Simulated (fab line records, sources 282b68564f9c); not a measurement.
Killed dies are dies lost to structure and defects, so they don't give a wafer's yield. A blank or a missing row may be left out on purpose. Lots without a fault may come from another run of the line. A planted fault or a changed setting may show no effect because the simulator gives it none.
fab line records | flow rit_cmos
record lots=6 wafers=18 last_day=7
route steps=202 shown PRETRO@72 GATE@75 FOX2@80 REOX@98 NLDD@103 SDANNEAL@155 M1@202
lots that met no fault: from a run of the same line without faults
start_h: hours from the record's first day to the start of the lot's first wafer shown | wait_h: hours since the lot's step before | " the same as in the row above | L1.1+2: a row that stands for several wafers | - no value, or no start given | * or withheld: withheld | < > ~ a bound
route shown NAME@n: a module of which the file shows steps, and the number in the route of the first | usual: mean/standard deviation of fault-free wafers | same: alike in all rows | chamber/n: place in a boat | sites: the reading at each site | _std_site: their standard deviation | _edge_site: outer sites' mean less inner sites' | radius_mm: how far each site lies from the wafer's centre | mask NAME#n: copy n | behind: the tool/chamber that last shaped the wafer | hold: why the lot was held/for how many hours/how that ended | device: the transistor (n, p or np) that didn't switch | end of line: the same wafers' tests at the end of the route | a step without rows: its recipe alone | killed: dies lost to structure and defects at the first sort, not the wafer's yield | map: a wafer's dies, x killed, . not, _ none there
set.NAME: the setting as run; set.NAME@STEP: as run at that earlier step | model.NAME: the simulator's own value behind a step, which no gauge read
lots at some steps of the route; a table a step, a row a wafer
services: from which hour (start_h, from the record's first day; less than 0 if before it) a tool's chamber was out of use, for how many hours, and why
## steps
# step RIT_PRETRO_IMPLANT_08
# recipe species=B energy_kev=45 dose_cm2=1.2e+13 tilt_deg=7
# step RIT_PRETRO_STRIP_09
# recipe chemistry=O2 time_s=180 resist=NOVOLAK platen_temp_c=withheld power_w=500 pressure_mtorr=4000 o2_flow_sccm=4000
# usual drypump_motor_current_A=5.7/0.33
# columns lot.wafer tool chamber start_h wait_h drypump_motor_current_A rf_hours_counter_h
L732.2 plasma_asher-02 1 46.23 0.1 5.8 27
L732.4 " 1 " " 5.8 -
L732.6 " 1 " " 5.8 -
L734.2 plasma_asher-04 1 55.94 0.1 4.9 41
L734.4 " 1 " " 5.0 -
L734.5 " 1 " " 5.0 -
L744.3 plasma_asher-03 1 106.36 0.1 5.5 -
L744.4 " 0 " " 6.1 -
L744.6 " 0 " " 6.1 -
L747.1 plasma_asher-02 1 121.99 0.1 5.8 35
L747.5 " 1 " " 5.8 -
L747.6 " 0 " " 6.0 -
L749.1 plasma_asher-04 0 132.85 0.1 5.7 49
L749.2 " 1 " " 5.0 49
L749.3 " 1 " " 4.9 -
L752.2 plasma_asher-03 1 146.04 0.1 5.5 3
L752.4 " 1 " " 5.5 -
L752.6 " 1 " " 5.5 -
# step RIT_PRETRO_TW_MEAS_10
# usual PRETRO_TW=472/3.6
# columns lot.wafer tool chamber start_h wait_h PRETRO_TW
L732.2 film_metro-04 - 46.42 0.1 470
L732.4 " - " " 470
L732.6 " - " " 470
L734.2 film_metro-01 - 56.12 0.1 476
L734.4 " - " " 477
L734.5 " - " " 473
L744.3 film_metro-02 - 106.50 0.1 466
L744.4 " - " " 466
L744.6 " - " " 469
L747.1 film_metro-01 - 122.17 0.1 470
L747.5 " - " " 471
L747.6 " - " " 470
L749.1 film_metro-01 - 133.03 0.1 471
L749.2 " - " " 473
L749.3 " - " " 469
L752.2 film_metro-02 - 146.22 0.1 470
L752.4 " - " " 469
L752.6 " - " " 471
# step RIT_GATE_WET_ETCH_00
# recipe chemistry=BOE target=SiO2 target_depth_nm=56 time_s=60 dry=n2_spin dilution=10:1 temp_c=21.5
# step RIT_GATE_CLEAN_01
# recipe chemistry=SC1 mix=3:3:50 time_s=600 temp_c=75
# step RIT_GATE_CLEAN_02
# recipe chemistry=dHF dilution=50:1 time_s=30
# step RIT_GATE_CLEAN_03
# recipe chemistry=SC2 mix=3:3:50 time_s=600 temp_c=75 dry=n2_spin
# step RIT_GATE_CLEAN_04
# recipe chemistry=dHF dilution=50:1 time_s=60 dry=n2_spin
# step RIT_FOX2_THK_MEAS_91
# recipe reads=SiO2_of_FOX2_OXIDATION_00
# usual FIELD_OXIDE_LEFT_2_THK=257/6.2
# columns lot.wafer tool chamber start_h wait_h FIELD_OXIDE_LEFT_2_THK[nm]
L732.2 film_metro-03 - 46.91 0.0 254
L732.4 " - " " 256
L732.6 " - " " 256
L734.2 film_metro-01 - 56.60 0.0 258
L734.4 " - " " 259
L734.5 " - " " 260
L744.3 film_metro-03 - 107.02 0.0 255
L744.4 " - " " 256
L744.6 " - " " 253
L747.1 film_metro-03 - 122.74 0.0 260
L747.5 " - " " 259
L747.6 " - " " 258
L749.1 film_metro-03 - 133.54 0.0 256
L749.2 " - " " 260
L749.3 " - " " 258
L752.2 film_metro-04 - 146.72 0.0 258
L752.4 " - " " 250
L752.6 " - " " 251
# step RIT_GATE_OXIDATION_05
# recipe temp_c=900 ambient=O2 target_thk_a=30 ox_time_s=270
# step RIT_GATE_ANNEAL_06
# recipe temp_c=900 time_s=600 ambient=N2O
# step RIT_GATE_THK_MEAS_07
# recipe reads=SiO2_of_GATE_OXIDATION_05
# usual GATE_OXIDE_THK=3.01/0.052
# columns lot.wafer tool chamber start_h wait_h GATE_OXIDE_THK[nm]
L732.2 film_metro-03 - 48.39 0.0 2.97
L732.4 " - " " 2.97
L732.6 " - " " 3.01
L734.2 film_metro-04 - 58.71 0.0 2.91
L734.4 " - " " 2.95
L734.5 " - " " 2.94
L744.3 film_metro-03 - 109.72 0.0 3.00
L744.4 " - " " 3.07
L744.6 " - " " 2.97
L747.1 film_metro-03 - 124.13 0.0 2.97
L747.5 " - " " 3.00
L747.6 " - " " 2.99
L749.1 film_metro-01 - 134.93 0.0 3.07
L749.2 " - " " 3.11
L749.3 " - " " 3.03
L752.2 film_metro-01 - 148.29 0.0 3.06
L752.4 " - " " 3.01
L752.6 " - " " 3.01
# step RIT_GATE_CVD_08
# recipe material=poly-Si target_thk_nm=250 temp_c=610 precursor=SiH4 time_s=2220 pressure_mtorr=300 sih4_flow_sccm=100
# usual pressure_mtorr=300.0/0.63 susceptor_temp_C=610.05/0.29 zone_power_source_pct=11.3/1
# columns lot.wafer tool chamber start_h wait_h pressure_mtorr susceptor_temp_C zone_power_source_pct model.poly-Si_of_GATE_CVD_08.thk_nm
L732.2 lpcvd-02 0 48.44 0.0 299.5 609.97 11.0 247.7
L732.4 " 0 " " 301.3 610.27 10.8 250.1
L732.6 " 0 " " 300.1 609.75 10.7 248.9
L734.2 lpcvd-01 0 58.76 0.0 299.7 609.74 9.9 251.4
L734.4 " 0 " " 299.5 609.62 10.1 250.3
L734.5 " 0 " " 299.9 610.08 9.9 250.5
L744.3 lpcvd-02 1 109.76 0.0 361.4 610.73 12.6 270
L744.4 " 1 " " 361.2 610.43 12.4 270.8
L744.6 " 1 " " 359.7 609.81 12.7 272.1
L747.1 lpcvd-02 0 124.19 0.1 359.2 609.66 10.6 271.6
L747.5 " 0 " " 360.4 610.27 10.9 271.1
L747.6 " 0 " " 359.6 610.19 10.8 269.6
L749.1 lpcvd-01 1 134.99 0.1 299.8 610.26 11.6 251.6
L749.2 " 1 " " 299.6 610.18 11.7 253.3
L749.3 " 1 " " 300.5 610.09 11.8 252.7
L752.2 lpcvd-01 1 148.34 0.0 299.9 610.50 11.6 246.2
L752.4 " 1 " " 300.8 610.56 11.7 248.6
L752.6 " 1 " " 301.2 610.32 11.8 247.8
# step RIT_GATE_THK_MEAS_09
# recipe reads=poly-Si_of_GATE_CVD_08
# usual GATE_POLY_THK=249.3/2.3
# columns lot.wafer tool chamber start_h wait_h GATE_POLY_THK[nm]
L732.2 film_metro-01 - 50.06 0.0 247.6
L732.4 " - " " 250.1
L732.6 " - " " 249.0
L734.2 film_metro-01 - 60.39 0.0 251.3
L734.4 " - " " 250.2
L734.5 " - " " 250.7
L744.3 film_metro-04 - 112.20 0.0 270.1
L744.4 " - " " 270.5
L744.6 " - " " 271.9
L747.1 film_metro-03 - 126.61 0.0 271.8
L747.5 " - " " 271.1
L747.6 " - " " 269.5
L749.1 film_metro-01 - 136.60 0.0 251.6
L749.2 " - " " 253.4
L749.3 " - " " 252.7
L752.2 film_metro-01 - 149.97 0.0 246.2
L752.4 " - " " 248.4
L752.6 " - " " 247.7
# step RIT_GATE_HMDS_10
# recipe prime_time_s=60 prime_temp_c=140
# step RIT_GATE_COAT_11
# recipe resist=NOVOLAK spin_rpm=4250 resist_thk_nm=850
# step RIT_GATE_SOFTBAKE_12
# recipe resist=NOVOLAK temp_c=90 time_s=60
# step RIT_GATE_EXPOSE_13
# recipe mask_id=M6 na=0.6 source_shape=conventional sigma_outer=0.6 target_cd_nm=150 dose_mj=376.2
# step RIT_GATE_PEB_14
# recipe resist=NOVOLAK temp_c=withheld time_s=withheld
# step RIT_GATE_DEVELOP_15
# recipe resist=NOVOLAK develop_time_s=50 dev_temp_c=23
# step RIT_GATE_CD_MEAS_16
# recipe target_cd_nm=150
# usual cd_nm=150.6/2.6
# columns lot.wafer tool chamber start_h wait_h cd_nm
L732.2 cd_sem-01 - 51.11 - 149.4
L732.4 " - " " 151.7
L732.6 " - " " 151.0
L734.2 cd_sem-02 - 61.70 - 149.7
L734.4 " - " " 150.5
L734.5 " - " " 144.8
L744.3 cd_sem-01 - 113.26 - 150.7
L744.4 " - " " 151.1
L744.6 " - " " 152.0
L747.1 cd_sem-02 - 127.59 - 150.0
L747.5 " - " " 147.8
L747.6 " - " " 149.4
L749.1 cd_sem-01 - 137.51 - 152.4
L749.2 " - " " 156.0
L749.3 " - " " 155.9
L752.2 cd_sem-02 - 151.05 - 148.0
L752.4 " - " " 146.1
L752.6 " - " " 147.5
# step RIT_GATE_OVL_MEAS_17
# usual GATE_OVL=-0.1/1.3
# columns lot.wafer tool chamber start_h wait_h GATE_OVL[nm]
L732.2 overlay-02 - 51.22 0.1 1.8
L732.4 " - " " -2.1
L732.6 " - " " -0.5
L734.2 overlay-02 - 61.80 0.1 -0.7
L734.4 " - " " 1.3
L734.5 " - " " -0.7
L744.3 overlay-01 - 113.35 0.1 -0.4
L744.4 " - " " -0.8
L744.6 " - " " 1.5
L747.1 overlay-02 - 127.71 0.1 -0.5
L747.5 " - " " 0.0
L747.6 " - " " 0.7
L749.1 overlay-01 - 137.63 0.1 1.4
L749.2 " - " " -1.2
L749.3 " - " " 1.2
L752.2 overlay-01 - 151.15 0.1 0.0
L752.4 " - " " -0.3
L752.6 " - " " 0.4
# step RIT_GATE_HARDBAKE_18
# recipe resist=NOVOLAK temp_c=140 time_s=60
# step RIT_GATE_ETCH_19
# recipe chemistry=SF6/CHF3/O2 time_s=165 SF6_flow_sccm=30 CHF3_flow_sccm=30 O2_flow_sccm=5 target=poly-Si pressure_mtorr=40 rf_w=160 target_depth_a=3125 over_etch_frac=0.25 stop_on=SiO2
# usual drypump_motor_current_A=5.7/0.38 oes_product_au=0.841/0.0086 throttle_valve_pct=10.21/0.16
# columns lot.wafer tool chamber start_h wait_h drypump_motor_current_A oes_product_au rf_hours_counter_h throttle_valve_pct model.GATE.feature_depth_nm model.etch.depth_nm
L732.2 rie_si-01 2 51.40 0.1 6.5 0.849 17 9.96 247.7 247.7
L732.4 " 1 " " 5.7 0.848 127 10.12 250.1 250.1
L732.6 " 2 " " 6.5 0.848 - 9.99 248.9 248.9
L734.2 rie_si-01 0 62.06 0.1 5.3 0.856 138 10.01 251.4 251.4
L734.4 " 1 " " 5.7 0.851 - 10.11 250.3 250.3
L734.5 " 0 " " 5.3 0.846 - 10.03 250.5 250.5
L744.3 rie_si-01 1 113.67 0.1 5.7 0.893 128 10.12 270 270
L744.4 " 2 " " 6.5 0.896 - 9.99 270.8 270.8
L744.6 " 3 " " 5.9 0.875 - 10.19 272.1 272.1
L747.1 rie_si-02 0 127.90 0.1 5.9 0.893 141 10.27 271.6 271.6
L747.5 " 1 " " 5.3 0.885 - 10.33 271.1 271.1
L747.6 " 0 " " 5.9 0.885 - 10.27 269.6 269.6
L749.1 rie_si-02 2 137.82 0.1 5.3 0.845 74 10.39 251.6 251.6
L749.2 " 0 " " 5.9 0.852 141 10.28 253.3 253.3
L749.3 " 3 " " 5.6 0.852 19 10.49 252.7 252.7
L752.2 rie_si-01 0 151.33 0.1 5.3 0.842 138 10.02 246.2 246.2
L752.4 " 3 " " 5.9 0.834 1 10.20 248.6 248.6
L752.6 " 3 " " 5.9 0.825 - 10.20 247.8 247.8
# step RIT_GATE_STRIP_20
# recipe chemistry=O2 time_s=180 resist=NOVOLAK platen_temp_c=withheld power_w=500 pressure_mtorr=4000 o2_flow_sccm=4000
# usual drypump_motor_current_A=5.7/0.46
# columns lot.wafer tool chamber start_h wait_h drypump_motor_current_A rf_hours_counter_h
L732.2 plasma_asher-03 1 51.50 0.1 5.5 40
L732.4 " 1 " " 5.5 -
L732.6 " 1 " " 5.5 -
L734.2 plasma_asher-03 1 62.17 0.1 5.5 41
L734.4 " 0 " " 6.1 -
L734.5 " 1 " " 5.5 -
L744.3 plasma_asher-04 1 113.83 0.1 5.0 -
L744.4 " 0 " " 5.7 -
L744.6 " 0 " " 5.7 -
L747.1 plasma_asher-01 1 128.00 0.1 6.3 47
L747.5 " 0 " " 5.6 -
L747.6 " 1 " " 6.3 -
L749.1 plasma_asher-04 1 137.93 0.1 4.9 50
L749.2 " 0 " " 5.7 50
L749.3 " 0 " " 5.7 -
L752.2 plasma_asher-01 0 151.44 0.1 5.6 50
L752.4 " 1 " " 6.3 -
L752.6 " 0 " " 5.6 -
# step RIT_GATE_CD_MEAS_90
# recipe target_cd_nm=150
# usual cd_nm=150.6/2.6
# columns lot.wafer tool chamber start_h wait_h cd_nm
L732.2 cd_sem-02 - 51.70 0.1 149.2
L732.4 " - " " 152.0
L732.6 " - " " 150.8
L734.2 cd_sem-02 - 62.36 0.1 150.0
L734.4 " - " " 150.9
L734.5 " - " " 145.2
L744.3 cd_sem-01 - 113.99 0.1 150.8
L744.4 " - " " 151.5
L744.6 " - " " 152.0
L747.1 cd_sem-02 - 128.18 0.1 149.9
L747.5 " - " " 147.5
L747.6 " - " " 149.5
L749.1 cd_sem-01 - 138.10 0.1 152.9
L749.2 " - " " 155.8
L749.3 " - " " 155.4
L752.2 cd_sem-01 - 151.64 0.1 148.2
L752.4 " - " " 145.9
L752.6 " - " " 147.1
# step RIT_REOX_CLEAN_00
# recipe chemistry=SC1 mix=3:3:50 time_s=572.6 temp_c=75
# step RIT_REOX_CLEAN_01
# recipe chemistry=dHF dilution=50:1 time_s=30
# step RIT_REOX_CLEAN_02
# recipe chemistry=SC2 mix=3:3:50 time_s=600 temp_c=75 dry=n2_spin
# step RIT_REOX_OXIDATION_03
# recipe temp_c=900 ambient=O2 target_thk_a=252 ox_time_s=5580
# step RIT_REOX_THK_MEAS_04
# recipe reads=SiO2_of_REOX_OXIDATION_03
# usual REOX_OXIDE_THK=25.1/0.4
# columns lot.wafer tool chamber start_h wait_h REOX_OXIDE_THK[nm]
L732.2 film_metro-01 - 55.13 0.0 25.0
L732.4 " - " " 25.1
L732.6 " - " " 24.9
L734.2 film_metro-03 - 66.01 0.0 25.0
L734.4 " - " " 25.5
L734.5 " - " " 25.5
L744.3 film_metro-02 - 117.01 0.0 24.9
L744.4 " - " " 25.2
L744.6 " - " " 25.2
L747.1 film_metro-03 - 131.74 0.0 24.6
L747.5 " - " " 24.8
L747.6 " - " " 24.3
L749.1 film_metro-03 - 141.27 0.0 25.0
L749.2 " - " " 25.3
L749.3 " - " " 25.3
L752.2 film_metro-03 - 154.66 0.0 25.4
L752.4 " - " " 25.2
L752.6 " - " " 25.1
# step RIT_NLDD_HMDS_00
# recipe prime_time_s=60 prime_temp_c=140
# step RIT_NLDD_COAT_01
# recipe resist=NOVOLAK spin_rpm=3250 resist_thk_nm=1000
# step RIT_NLDD_SOFTBAKE_02
# recipe resist=NOVOLAK temp_c=90 time_s=60
# step RIT_NLDD_EXPOSE_03
# recipe mask_id=M7 na=0.57 target_cd_nm=40700 dose_mj=250
# step RIT_NLDD_PEB_04
# recipe resist=NOVOLAK temp_c=withheld time_s=withheld
# step RIT_NLDD_DEVELOP_05
# recipe resist=NOVOLAK develop_time_s=50 dev_temp_c=23
# step RIT_NLDD_OVL_MEAS_06
# usual NLDD_OVL=0.1/1.7
# columns lot.wafer tool chamber start_h wait_h NLDD_OVL[nm]
L732.2 overlay-02 - 56.04 - -2.3
L732.4 " - " " -3.2
L732.6 " - " " -1.9
L734.2 overlay-01 - 67.04 - -1.6
L734.4 " - " " -1.4
L734.5 " - " " -1.3
L744.3 overlay-01 - 118.04 - -0.4
L744.4 " - " " 1.4
L744.6 " - " " 2.7
L747.1 overlay-01 - 132.78 - -3.7
L747.5 " - " " -0.3
L747.6 " - " " -2.8
L749.1 overlay-02 - 142.18 - -0.6
L749.2 " - " " -0.5
L749.3 " - " " -3.0
L752.2 overlay-01 - 155.70 - 1.4
L752.4 " - " " 0.4
L752.6 " - " " 1.2
# step RIT_NLDD_HARDBAKE_07
# recipe resist=NOVOLAK temp_c=140 time_s=60
# step RIT_NLDD_IMPLANT_08
# recipe species=P energy_kev=19.79 dose_cm2=5e+14 tilt_deg=7
# step RIT_NLDD_STRIP_09
# recipe chemistry=O2 time_s=180 resist=NOVOLAK platen_temp_c=withheld power_w=500 pressure_mtorr=4000 o2_flow_sccm=4000
# usual drypump_motor_current_A=5.86/0.29
# columns lot.wafer tool chamber start_h wait_h drypump_motor_current_A rf_hours_counter_h
L732.2 plasma_asher-02 0 56.37 0.1 5.92 28
L732.4 " 0 " " 5.95 -
L732.6 " 0 " " 5.99 -
L734.2 plasma_asher-01 0 67.37 0.1 5.60 40
L734.4 " 1 " " 6.29 -
L734.5 " 1 " " 6.31 -
L744.3 plasma_asher-03 0 118.42 0.1 6.08 -
L744.4 " 1 " " 5.49 -
L744.6 " 0 " " 6.07 -
L747.1 plasma_asher-03 1 133.12 0.1 5.49 1
L747.5 " 0 " " 6.05 -
L747.6 " 1 " " 5.50 -
L749.1 plasma_asher-01 1 142.52 0.1 6.33 49
L749.2 " 0 " " 5.58 49
L749.3 " 0 " " 5.57 -
L752.2 plasma_asher-02 1 156.03 0.1 5.76 39
L752.4 " 1 " " 5.75 -
L752.6 " 1 " " 5.76 -
# step RIT_NLDD_TW_MEAS_10
# usual NLDD_TW=2474/20
# columns lot.wafer tool chamber start_h wait_h NLDD_TW
L732.2 film_metro-02 - 56.55 0.1 2448
L732.4 " - " " 2459
L732.6 " - " " 2459
L734.2 film_metro-04 - 67.56 0.1 2462
L734.4 " - " " 2461
L734.5 " - " " 2459
L744.3 film_metro-04 - 118.56 0.1 2483
L744.4 " - " " 2483
L744.6 " - " " 2466
L747.1 film_metro-02 - 133.29 0.1 2441
L747.5 " - " " 2448
L747.6 " - " " 2437
L749.1 film_metro-04 - 142.69 0.1 2476
L749.2 " - " " 2463
L749.3 " - " " 2469
L752.2 film_metro-04 - 156.22 0.1 2472
L752.4 " - " " 2475
L752.6 " - " " 2480
# step RIT_SDANNEAL_CLEAN_02
# recipe chemistry=SC2 mix=3:3:50 time_s=600 temp_c=75 dry=n2_spin
# columns lot.wafer tool chamber start_h wait_h model.poly-Si_of_GATE_CVD_08.thk_nm
L732.2 wet_bench-04 2 64.38 0.0 160.2
L732.4 " 2 " " 162.2
L732.6 " 2 " " 161.6
L734.2 wet_bench-04 0 74.70 0.0 164
L734.4+5 " 0 " " 164.2
L744.3 wet_bench-04 3 127.12 0.0 183
L744.4 " 3 " " 184.5
L744.6 " 3 " " 185.5
L747.1 wet_bench-02 0 140.47 0.0 185.6
L747.5 " 0 " " 186
L747.6 " 0 " " 183.7
L749.1 wet_bench-04 1 149.96 0.0 163.7
L749.2 " 1 " " 166.5
L749.3 " 1 " " 165.3
L752.2 wet_bench-01 3 163.48 0.0 159.4
L752.4 " 3 " " 161.2
L752.6 " 3 " " 160.6
# step RIT_M1_PROBE_99
# usual killed_at_M0_to_M3=0.0/0.18 killed_at_contacts=0.1/0.27 killed_at_front_end=6.6/3 killed_dies=7/3 killed_open=3.3/2 killed_short=3.4/2
# same gross_dies=264 killed_at_M4_up=0 killed_at_back_side=0 killed_at_other=0
# columns lot.wafer tool chamber start_h wait_h killed_at_M0_to_M3 killed_at_contacts killed_at_front_end killed_dies killed_open killed_short model.etest.pmos_turned.r_on_ohm_um model.etest.nmos_turned.drive_ua_um model.etest.pmos_turned.drive_ua_um model.etest.poly_comb_over_steps.leak_log10_a_um model.etest.nmos_0p15.tox_inv_nm
L732.2 prober-01 - 72.66 0.1 0 0 10 10 5 5 3383 339.4 197.2 -12.81 4.414
L732.4 prober-01 - 72.76 0.2 0 0 5 5 4 1 3464 327.2 192.2 -12.82 4.402
L732.6 prober-01 - 72.86 0.2 0 0 8 8 0 8 3414 331.8 192.9 -12.91 4.407
L734.2 prober-01 - 82.45 0.1 0 1 2 3 2 1 3306 320.6 200 -12.78 4.415
L734.4 prober-01 - 82.55 0.2 0 0 7 7 4 3 3370 314.3 194.4 -12.8 4.517
L734.5 prober-01 - 82.60 0.2 0 0 3 3 2 1 3232 329.2 202.7 -12.79 4.417
L744.3 prober-01 - 135.02 0.2 0 0 5 5 2 3 3626 288.9 172 -11.69 4.564
L744.4 prober-01 - 135.07 0.2 0 0 7 7 4 3 3684 281.5 166.9 -11.03 4.624
L744.6 prober-01 - 135.17 0.2 0 0 7 7 4 3 3683 279.5 166.6 -11.5 4.583
L749.1 prober-02 - 157.72 0.1 0 0 11 11 5 6 3547 321.1 181.2 -12.8 4.529
L749.2 prober-02 - 157.77 0.1 0 0 7 7 2 5 3696 303.3 171.6 -12.82 4.571
L749.3 prober-02 - 157.82 0.2 0 0 14 14 8 6 3704 306.2 173.6 -12.74 4.51
L752.2 prober-02 - 171.05 0.1 0 0 7 7 3 4 3519 313 185.8 -12.95 4.47
L752.4 prober-02 - 171.15 0.2 0 0 8 8 7 1 3400 317 191.3 -12.81 4.456
L752.6 prober-02 - 171.25 0.2 1 0 10 11 8 3 3474 315.7 187.9 -12.73 4.474
# killed by level:class
L732.2 GATE:geometric_particle:short=3 GATE:geometric_particle:open=2 REOX:geometric_particle:short=2 SPACER:geometric_particle:open=2 FOX2:geometric_particle:open=1
L732.4 SPACER:geometric_particle:open=2 FOX1:geometric_particle:open=1 GATE:geometric_particle:short=1 GATE:geometric_particle:open=1
L732.6 GATE:geometric_particle:short=5 SILICIDE:geometric_particle:short=2 SPACER:geometric_particle:short=1
L734.2 GATE:geometric_particle:open=2 CONTACT:geometric_particle:short=1
L734.4 GATE:geometric_particle:open=3 FOX1:geometric_particle:short=1 FOX1:geometric_particle:open=1 FOX2:geometric_particle:short=1 SPACER:geometric_particle:short=1
L734.5 FOX2:geometric_particle:short=1 REOX:geometric_particle:open=1 SPACER:geometric_particle:open=1
L744.3 FOX2:geometric_particle:open=1 GATE:geometric_particle:open=1 GATE:geometric_particle:short=1 REOX:geometric_particle:short=1 SILICIDE:geometric_particle:short=1
L744.4 REOX:geometric_particle:short=3 SILICIDE:geometric_particle:open=2 FOX1:geometric_particle:open=1 FOX2:geometric_particle:open=1
L744.6 SPACER:geometric_particle:short=2 FOX1:geometric_particle:short=1 FOX1:geometric_particle:open=1 GATE:geometric_particle:open=1 SPACER:geometric_particle:open=1 SILICIDE:geometric_particle:open=1
L749.1 GATE:geometric_particle:open=3 FOX1:geometric_particle:open=2 GATE:geometric_particle:short=2 FOX2:geometric_particle:short=1 REOX:geometric_particle:short=1 SPACER:geometric_particle:short=1 SILICIDE:geometric_particle:short=1
L749.2 GATE:geometric_particle:short=3 FOX2:geometric_particle:short=2 GATE:geometric_particle:open=1 SILICIDE:geometric_particle:open=1
L749.3 FOX2:geometric_particle:short=2 GATE:geometric_particle:open=2 REOX:geometric_particle:open=2 SILICIDE:geometric_particle:open=2 FOX1:geometric_particle:short=1 FOX1:geometric_particle:open=1 FOX2:geometric_particle:open=1 GATE:geometric_particle:short=1
L752.2 GATE:geometric_particle:open=3 GATE:geometric_particle:short=2 REOX:geometric_particle:short=1 SILICIDE:geometric_particle:short=1
L752.4 GATE:geometric_particle:open=4 FOX1:geometric_particle:open=1 SPACER:geometric_particle:open=1 SPACER:geometric_particle:short=1 SILICIDE:geometric_particle:open=1
L752.6 SPACER:geometric_particle:open=3 GATE:geometric_particle:open=2 REOX:geometric_particle:open=2 FOX2:geometric_particle:open=1 GATE:geometric_particle:short=1 SPACER:geometric_particle:short=1 M1:geometric_particle:short=1
## services
# columns tool chamber start_h hours kind
rie_si-01 3 61.19 - clean
rie_si-01 3 61.19 16.4 scheduled_down
rie_si-01 3 61.19 16.4 vent_cycle
wet_bench-04 - 87.11 3.1 repair
rie_si-01 0 107.32 9.4 repair
wet_bench-02 - 107.87 1.8 repair
plasma_asher-03 - 108.75 9.0 pm
plasma_asher-03 0 108.75 9.0 vent_cycle
plasma_asher-03 1 108.75 9.0 vent_cycle
plasma_asher-03 0 117.75 - clean
plasma_asher-03 1 117.75 - clean
lpcvd-01 - 131.62 2.8 pm
rie_si-01 3 140.81 2.7 repair
rie_si-02 0 152.44 - clean
plasma_asher-03 - 153.41 2.8 pm
## key
first_sign step=RIT_GATE_CVD_08 reading=pressure_mtorr direction=up sigmas=95 usual=300.0 struck=360.2
effect step=RIT_GATE_THK_MEAS_09 reading=GATE_POLY_THK direction=up sigmas=9.4 usual=249.3 struck=270.8
effect step=RIT_GATE_ETCH_19 reading=oes_product_au direction=up sigmas=5.4 usual=0.841 struck=0.888
model_effect step=RIT_GATE_CVD_08 value=poly-Si_of_GATE_CVD_08.thk_nm without=247 struck=270.9
model_effect step=RIT_GATE_ETCH_19 value=GATE.feature_depth_nm without=247 struck=270.9
model_effect step=RIT_SDANNEAL_CLEAN_02 value=poly-Si_of_GATE_CVD_08.thk_nm without=160.8 struck=184.7
model_effect step=RIT_M1_PROBE_99 value=etest.pmos_turned.r_on_ohm_um without=3451 struck=3664
met_at RIT_GATE_CVD_08
struck_wafers L744.3,L744.4,L744.6,L747.1,L747.5,L747.6
rows_end L747.1,L747.5,L747.6
tester_left_out L744
onset_between 48.44 109.76
fault kind=process_parameter_drift tool=lpcvd-02 chamber=- onset_h=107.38 steps=RIT_GATE_CVD_08 channel=pressure_mtorr offset=60 shape=step end_h=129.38 acts_in=these_recipes_only stated=300
# tester_left_out: of these lots the tester's yield and bins aren't shown, on N5 and GAA mostly nor the transistor test; their killed dies are dies lost to structure and defects alone, not to doping, threshold or leakage, so they don't give the yield
# rows_end: these wafers met a further fault down the route, and their rows from its step on are left out
